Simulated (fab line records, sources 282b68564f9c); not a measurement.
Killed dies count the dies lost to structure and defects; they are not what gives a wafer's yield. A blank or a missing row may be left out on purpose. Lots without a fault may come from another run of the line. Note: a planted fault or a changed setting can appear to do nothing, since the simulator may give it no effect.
A struck lot beside a sound one | flow rit-cmos | 15 steps out of a route of 202
Sound: these wafers, L402.1, L402.5, L402.6. The struck wafers were L409.1, L409.2, L409.5. The cause comes at the end.
For every step that has rows: the tool of each side, followed by ch and its chambers, followed by its first start. Under that, the readings that differ: sound wafers | struck wafers | difference of the means | sigmas: that difference in standard deviations of wafers without a fault.
alike: a reading whose means differ by less than 2 such deviations, as well as words and numbers matching on both sides. not compared: withheld readings; readings where some wafer has no value; bounds like >300 that might hide an equal value; numbers whose values overlap and for which the record gives no deviation.
Wherever a step has rows on one side only, a row that says differs or no value, or a row with sigmas, the two part there. Numbers that don't overlap but have no deviation are shown without sigmas and don't part them. A reading missing from all wafers of one side parts the sides only when that side holds two or more wafers.

first, 5 steps without rows for these wafers: RIT_PSD_COAT_01 (resist thk 1000 nm); RIT_PSD_SOFTBAKE_02 (time 60 s); RIT_PSD_EXPOSE_03 (exposes mask M10, target cd 40900 nm); RIT_PSD_PEB_04; RIT_PSD_DEVELOP_05 (develop time 50 s).
RIT_PSD_OVL_MEAS_06:
  sound on overlay-02 at day 6 10:49; struck on overlay-02 at day 7 22:33
  alike: PSD_OVL
then, 2 steps without rows for these wafers: RIT_PSD_HARDBAKE_07 (time 60 s); RIT_PSD_IMPLANT_08.
RIT_PSD_STRIP_09: strips in O2, time 180 s.
  sound on plasma-asher-04 ch 0,1, day 6 11:09; struck on plasma-asher-01 ch 0,1, day 7 22:53
  alike: drypump-motor-current-A
  not compared: rf-hours-counter-h
RIT_PSD_TW_MEAS_10:
  sound on film-metro-03 at day 6 11:19; struck on film-metro-04 at day 7 23:04
  alike: PSD_TW
then, 2 steps without rows for these wafers: RIT_SDANNEAL_CLEAN_00 (cleans in SC1, time 600 s); RIT_SDANNEAL_CLEAN_01 (cleans in dHF, time 30 s).
RIT_SDANNEAL_CLEAN_02: cleans in SC2, time 600 s.
  sound on wet-bench-02 ch 1, day 6 11:34; struck on wet-bench-02 ch 3, day 7 23:19
  reading          | sound       | struck      | difference | sigmas
  run-length-s (s) | 626 626 626 | 662 662 662 | +36        | +10
RIT_SDANNEAL_RTA_03: time 5 s.
  sound on rtp-anneal-01 ch 0, day 6 11:45; struck on rtp-anneal-02 ch 0, day 7 23:30
  reading           | sound                | struck               | difference | sigmas
  ramp-down-c-per-s | 171.04 171.05 171.04 | 170.94 170.97 170.98 | -0.08      | -3
  alike: wafer_temp_C_max
RIT_M1_PROBE_99:
  the record has rows for the sound wafers here (prober-01, day 6 19:18) and none for the struck ones

== WHERE THEY PART ==
Last at RIT_M1_PROBE_99 as far as this record goes, first at RIT_SDANNEAL_CLEAN_02.

WHY: whatever the simulator had introduced
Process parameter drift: wet-bench-02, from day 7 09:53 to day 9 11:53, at RIT_SDANNEAL_CLEAN_02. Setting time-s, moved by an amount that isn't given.
